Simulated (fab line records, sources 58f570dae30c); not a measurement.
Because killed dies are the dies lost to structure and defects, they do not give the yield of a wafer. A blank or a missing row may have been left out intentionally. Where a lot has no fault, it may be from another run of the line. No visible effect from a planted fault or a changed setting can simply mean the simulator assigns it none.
fab line records | flow berkeley-cmos170 | part 2 of 2: steps 27 to 35 of 35
record lots=5 | wafers=15 | last-day=11
route steps=331 shown NSD@207 PLDD@208 NLDD@209 SILICIDE@210 CONTACT@216 M1@238
lots with no fault: from the same line, run without faults
start-h: hours from the record's opening day to when the first of the lot's shown wafers began | wait-h: hours since the lot's step before | " the same as in the row above | L1.1+2: several wafers, shown together as one row | - no value present, or no start provided | * or withheld: withheld | < > ~ a bound
route shown NAME@n: names a module that has steps shown in the file, with the first one's number in the route | usual: average and standard deviation across the fault-free wafers | same: alike in all rows | chamber/n: place in a boat | sites: per-site readings | _std_site: the standard deviation of these | _edge_site: outer sites' mean less inner sites' | radius-mm: how far each site lies from the wafer's centre | mask NAME#n: copy n | behind: the tool/chamber that last shaped the wafer | hold: why the lot was held/for how many hours/how that ended | device: which transistor (n, p or np) failed to switch | end of line: the same wafers' tests at the end of the route | for a step that has no rows: nothing shown but its recipe | killed: dies that structure and defects cost at the first sort, which is not the same as the wafer's yield | map: a wafer's dies, x killed, . not, _ none there
set.NAME: the run value of the setting; set.NAME@STEP: its run value at that earlier step | model.NAME: the simulator's own value behind a step, which no gauge read
lots seen at some steps along the route; tables by step, rows by wafer
services: the hour from which a tool's chamber was out of use, counted from the record's first day as start-h (under 0 if before that day), plus the number of hours and why
## steps
# step UCB170_CONTACT_ETCH_17
# recipe chemistry=N2/H2 | target-depth-a=withheld | overetch-a=withheld | target=BARC | time-s=withheld | source-w=500 | bias-w=100 | pressure-mtorr=30.71 | n2-flow-sccm=100 | h2-flow-sccm=200
# usual drypump-motor-current-A=5.7/0.36 | oes-product-au=1.007/0.025 | throttle-valve-pct=13.13/0.17
lot.wafer | tool        | chamber | start-h | wait-h | drypump-motor-current-A | oes-product-au | throttle-valve-pct
L074.1    | rie-diel-02 | 2       | 168.02  | 0.0    | 5.7                     | 1.002          | 13.22
L074.4    | "           | 1       | "       | "      | 6.5                     | 1.014          | 13.11
L074.6    | "           | 3       | "       | "      | 5.7                     | 0.988          | 13.20
L075.1    | rie-diel-03 | 1       | 175.99  | 0.0    | 5.0                     | 1.033          | 13.20
L075.2    | "           | 3       | "       | "      | 5.8                     | 1.002          | 12.82
L075.4    | "           | 2       | "       | "      | 5.5                     | 1.051          | 13.13
L079.2    | rie-diel-01 | 2       | 200.18  | 0.0    | 5.6                     | 0.990          | 12.95
L079.4    | "           | 0       | "       | "      | 5.7                     | 0.980          | 13.33
L079.5    | "           | 0       | "       | "      | 5.7                     | 0.985          | 13.32
L087.1    | rie-diel-01 | 1       | 237.83  | 0.0    | 5.7                     | 1.001          | 12.99
L087.2    | "           | 3       | "       | "      | 5.6                     | 1.029          | 13.16
L087.4    | "           | 0       | "       | "      | 5.8                     | 0.983          | 13.32
L088.2    | rie-diel-03 | 2       | 238.07  | 0.0    | 5.5                     | 1.041          | 13.12
L088.5    | "           | 0       | "       | "      | 5.6                     | 0.975          | 13.15
L088.6    | "           | 3       | "       | "      | 5.9                     | 1.001          | 12.83
# step UCB170_CONTACT_ETCH_18
# recipe chemistry=CHF3/CF4/Ar | target=PSG | stop-on=TiSi2 | CHF3_flow_sccm=45 | cf4-flow-sccm=15 | Ar_flow_sccm=150 | pressure-mtorr=200 | rf-w=700 | target-depth-a=8400 | over-etch-frac=0.2 | time-s=195
# usual cf4-flow-sccm=15.00/0.046 | drypump-motor-current-A=5.7/0.36 | oes-product-au=0.897/0.02 | throttle-valve-pct=6.93/0.098
lot.wafer | tool        | chamber | start-h | wait-h | cf4-flow-sccm | drypump-motor-current-A | oes-product-au | rf-hours-counter-h | throttle-valve-pct
L074.1    | rie-diel-02 | 2       | -       | -      | 15.03         | 5.7                     | 0.898          | 84                 | 7.04
L074.4    | "           | 1       | "       | "      | 14.98         | 6.5                     | 0.895          | 15                 | 6.92
L074.6    | "           | 3       | "       | "      | 14.96         | 5.7                     | 0.872          | -                  | 6.94
L075.1    | rie-diel-03 | 1       | -       | -      | 14.99         | 5.0                     | 0.913          | 44                 | 6.92
L075.2    | "           | 3       | "       | "      | 15.05         | 5.9                     | 0.917          | 10                 | 6.76
L075.4    | "           | 2       | "       | "      | 15.01         | 5.5                     | 0.917          | 7                  | 6.96
L079.2    | rie-diel-01 | 2       | -       | -      | 14.98         | 5.6                     | 0.898          | 80                 | 6.91
L079.4    | "           | 0       | "       | "      | 15.09         | 5.7                     | 0.868          | 10                 | 7.00
L079.5    | "           | 0       | "       | "      | 15.04         | 5.7                     | 0.878          | -                  | 7.02
L087.1    | rie-diel-01 | 1       | -       | -      | 15.08         | 5.7                     | 0.903          | 78                 | 6.91
L087.2    | "           | 3       | "       | "      | 14.88         | 5.5                     | 0.909          | 34                 | 6.89
L087.4    | "           | 0       | "       | "      | 15.00         | 5.8                     | 0.872          | 11                 | 7.01
L088.2    | rie-diel-03 | 2       | -       | -      | 15.00         | 5.5                     | 0.918          | 10                 | 6.96
L088.5    | "           | 0       | "       | "      | 14.95         | 5.6                     | 0.867          | -                  | 6.90
L088.6    | "           | 3       | "       | "      | 15.02         | 5.8                     | 0.915          | -                  | 6.76
# step UCB170_CONTACT_STRIP_19
# recipe chemistry=O2 | power-w=400 | pressure-mtorr=3500 | platen-temp-c=withheld | o2-flow-sccm=400 | overash-fraction=0.5
# usual drypump-motor-current-A=6.1/0.44 | oes-product-au=0.725/0.0041
# same overash-fraction=0.5
lot.wafer | tool            | chamber | start-h | wait-h | drypump-motor-current-A | oes-product-au | rf-hours-counter-h
L074.1    | plasma-asher-01 | 0       | 168.19  | -      | 6.5                     | 0.722          | 46
L074.4    | "               | 1       | "       | "      | 6.0                     | 0.723          | -
L074.6    | "               | 1       | "       | "      | 6.0                     | 0.728          | -
L075.1    | plasma-asher-04 | 0       | 176.16  | -      | 6.1                     | 0.727          | 46
L075.2    | "               | 1       | "       | "      | 5.3                     | 0.725          | 46
L075.4    | "               | 0       | "       | "      | 6.1                     | 0.727          | -
L079.2    | plasma-asher-02 | 0       | 200.35  | -      | 5.6                     | 0.730          | 42
L079.4    | "               | 0       | "       | "      | 5.6                     | 0.726          | -
L079.5    | "               | 1       | "       | "      | 6.7                     | 0.726          | -
L087.1    | plasma-asher-01 | 1       | 238.00  | -      | 6.0                     | 0.729          | 54
L087.2    | "               | 0       | "       | "      | 6.5                     | 0.728          | 54
L087.4    | "               | 1       | "       | "      | 6.0                     | 0.723          | -
L088.2    | plasma-asher-04 | 1       | 238.24  | -      | 5.3                     | 0.726          | 53
L088.5    | "               | 1       | "       | "      | 5.3                     | 0.725          | -
L088.6    | "               | 0       | "       | "      | 6.1                     | 0.716          | -
# step UCB170_CONTACT_CD_MEAS_90
# recipe target-cd-nm=700
# usual cd-nm=700.2/1.5
lot.wafer | tool      | chamber | start-h | wait-h | cd-nm
L074.1    | cd-sem-01 | -       | 168.29  | 0.1    | 700.7
L074.4    | "         | -       | "       | "      | 701.0
L074.6    | "         | -       | "       | "      | 701.5
L075.1    | cd-sem-01 | -       | 176.26  | 0.1    | 699.6
L075.2    | "         | -       | "       | "      | 697.0
L075.4    | "         | -       | "       | "      | 697.8
L079.2    | cd-sem-01 | -       | 200.47  | 0.1    | 701.8
L079.4    | "         | -       | "       | "      | 700.4
L079.5    | "         | -       | "       | "      | 701.5
L087.1    | cd-sem-01 | -       | 238.10  | 0.1    | 696.8
L087.2    | "         | -       | "       | "      | 697.7
L087.4    | "         | -       | "       | "      | 699.0
L088.2    | cd-sem-02 | -       | 238.36  | 0.1    | 703.0
L088.5    | "         | -       | "       | "      | 702.2
L088.6    | "         | -       | "       | "      | 700.5
# step UCB170_CONTACT_CLEAN_20
# recipe chemistry=SPM | temp-c=120 | time-s=600
lot.wafer  | tool         | chamber | start-h | wait-h
L074.1+4+6 | wet-bench-04 | 3       | 168.41  | 0.1
L075.1+2+4 | wet-bench-02 | 2       | 179.99  | 3.7
L079.2+4+5 | wet-bench-04 | 2       | 200.57  | 0.1
L087.1+2+4 | wet-bench-01 | 0       | 238.22  | 0.1
L088.2+5+6 | wet-bench-02 | 0       | 238.46  | 0.1
# step UCB170_M1_SPUTTER_00
# recipe material=Al | target-thk-nm=600 | time-s=80 | power-w=6000 | chamber-pressure-pa=0.5
# usual throttle-valve-pct=30.4/1.3
lot.wafer | tool           | chamber | start-h | wait-h | throttle-valve-pct
L074.1    | pvd-sputter-03 | -       | 168.58  | 0.0    | 29.6
L074.4    | "              | -       | "       | "      | 29.8
L074.6    | "              | -       | "       | "      | 29.9
L075.1    | pvd-sputter-04 | -       | 180.18  | 0.0    | 29.3
L075.2    | "              | -       | "       | "      | 30.2
L075.4    | "              | -       | "       | "      | 29.6
L079.2    | pvd-sputter-02 | -       | 200.76  | 0.0    | 30.5
L079.4    | "              | -       | "       | "      | 33.4
L079.5    | "              | -       | "       | "      | 30.3
L087.1    | pvd-sputter-02 | -       | 238.41  | 0.0    | 33.7
L087.2    | "              | -       | "       | "      | 30.8
L087.4    | "              | -       | "       | "      | 30.7
L088.2    | pvd-sputter-03 | -       | 238.65  | 0.0    | 32.4
L088.5    | "              | -       | "       | "      | 29.6
L088.6    | "              | -       | "       | "      | 28.8
# step UCB170_M1_RS_MEAS_01
# recipe thk-meas-gauge=four-point-probe | reads=Al_of_M1_SPUTTER_00
# usual M1_AL_RS=0.0483/0.00065
lot.wafer | tool          | chamber | start-h | wait-h | M1_AL_RS[ohm/sq]
L074.1    | film-metro-02 | -       | 168.64  | 0.0    | 0.0483
L074.4    | "             | -       | "       | "      | 0.0486
L074.6    | "             | -       | "       | "      | 0.0487
L075.1    | film-metro-03 | -       | 180.24  | 0.0    | 0.0472
L075.2    | "             | -       | "       | "      | 0.0477
L075.4    | "             | -       | "       | "      | 0.0479
L079.2    | film-metro-02 | -       | 200.84  | 0.1    | 0.0488
L079.4    | "             | -       | "       | "      | 0.0488
L079.5    | "             | -       | "       | "      | 0.0486
L087.1    | film-metro-04 | -       | 238.47  | 0.0    | 0.0490
L087.2    | "             | -       | "       | "      | 0.0491
L087.4    | "             | -       | "       | "      | 0.0491
L088.2    | film-metro-02 | -       | 238.73  | 0.1    | 0.0481
L088.5    | "             | -       | "       | "      | 0.0481
L088.6    | "             | -       | "       | "      | 0.0485
# step UCB170_M1_THK_MEAS_02
# recipe thk-meas-gauge=xrf | reads=Al_of_M1_SPUTTER_00
# usual M1_AL_THK=604/8.1
lot.wafer | tool          | chamber | start-h | wait-h | M1_AL_THK[nm]
L074.1    | film-metro-02 | -       | 168.76  | 0.1    | 602
L074.4    | "             | -       | "       | "      | 599
L074.6    | "             | -       | "       | "      | 597
L075.1    | film-metro-03 | -       | 180.36  | 0.1    | 622
L075.2    | "             | -       | "       | "      | 612
L075.4    | "             | -       | "       | "      | 610
L079.2    | film-metro-02 | -       | 200.95  | 0.1    | 594
L079.4    | "             | -       | "       | "      | 598
L079.5    | "             | -       | "       | "      | 601
L087.1    | film-metro-04 | -       | 238.59  | 0.1    | 594
L087.2    | "             | -       | "       | "      | 591
L087.4    | "             | -       | "       | "      | 591
L088.2    | film-metro-02 | -       | 238.84  | 0.1    | 606
L088.5    | "             | -       | "       | "      | 609
L088.6    | "             | -       | "       | "      | 599
# step UCB170_M1_COAT_03
# recipe resist=BARC | temp-c=withheld | time-s=withheld | spin-rpm=3000 | resist-thk-nm=withheld
# usual exhaust-pa=45.1/0.74
lot.wafer | tool           | chamber | start-h | wait-h | exhaust-pa
L074.1    | litho-track-01 | 0       | 168.82  | 0.1    | 45.7
L074.4    | "              | 0       | "       | "      | 45.9
L074.6    | "              | 0       | "       | "      | 44.5
L075.1    | litho-track-03 | 0       | 180.42  | 0.1    | 45.8
L075.2    | "              | 0       | "       | "      | 45.3
L075.4    | "              | 0       | "       | "      | 45.7
L079.2    | litho-track-03 | 0       | 201.51  | 0.5    | 45.3
L079.4    | "              | 0       | "       | "      | 45.1
L079.5    | "              | 0       | "       | "      | 45.9
L087.1    | litho-track-01 | 0       | 238.65  | 0.1    | 44.7
L087.2    | "              | 0       | "       | "      | 46.5
L087.4    | "              | 0       | "       | "      | 46.2
L088.2    | litho-track-03 | 0       | 238.92  | 0.1    | 45.9
L088.5    | "              | 0       | "       | "      | 45.4
L088.6    | "              | 0       | "       | "      | 45.3
## services
tool            | chamber | start-h | hours | kind
krf-scanner-02  | -       | 151.22  | 0.6   | repair
krf-scanner-01  | -       | 157.59  | 0.6   | repair
rie-diel-01     | 0       | 159.02  | 2.0   | repair
rie-diel-03     | -       | 164.36  | 0.3   | repair
krf-scanner-01  | -       | 167.51  | 1.3   | pm
krf-scanner-02  | -       | 170.22  | 0.8   | pm
rie-diel-02     | -       | 178.72  | 1.2   | repair
plasma-asher-02 | -       | 192.53  | 0.7   | repair
pvd-sputter-03  | -       | 195.21  | 6.7   | repair
rie-diel-02     | -       | 196.01  | 2.8   | pm
rie-diel-01     | 2       | 203.89  | 29.7  | repair
krf-scanner-01  | -       | 214.98  | 0.8   | pm
rie-diel-01     | 0       | 218.76  | 7.1   | repair
pvd-sputter-03  | -       | 221.78  | 0.7   | repair
krf-scanner-01  | -       | 222.12  | 1.0   | pm
krf-scanner-01  | -       | 232.82  | 0.8   | repair
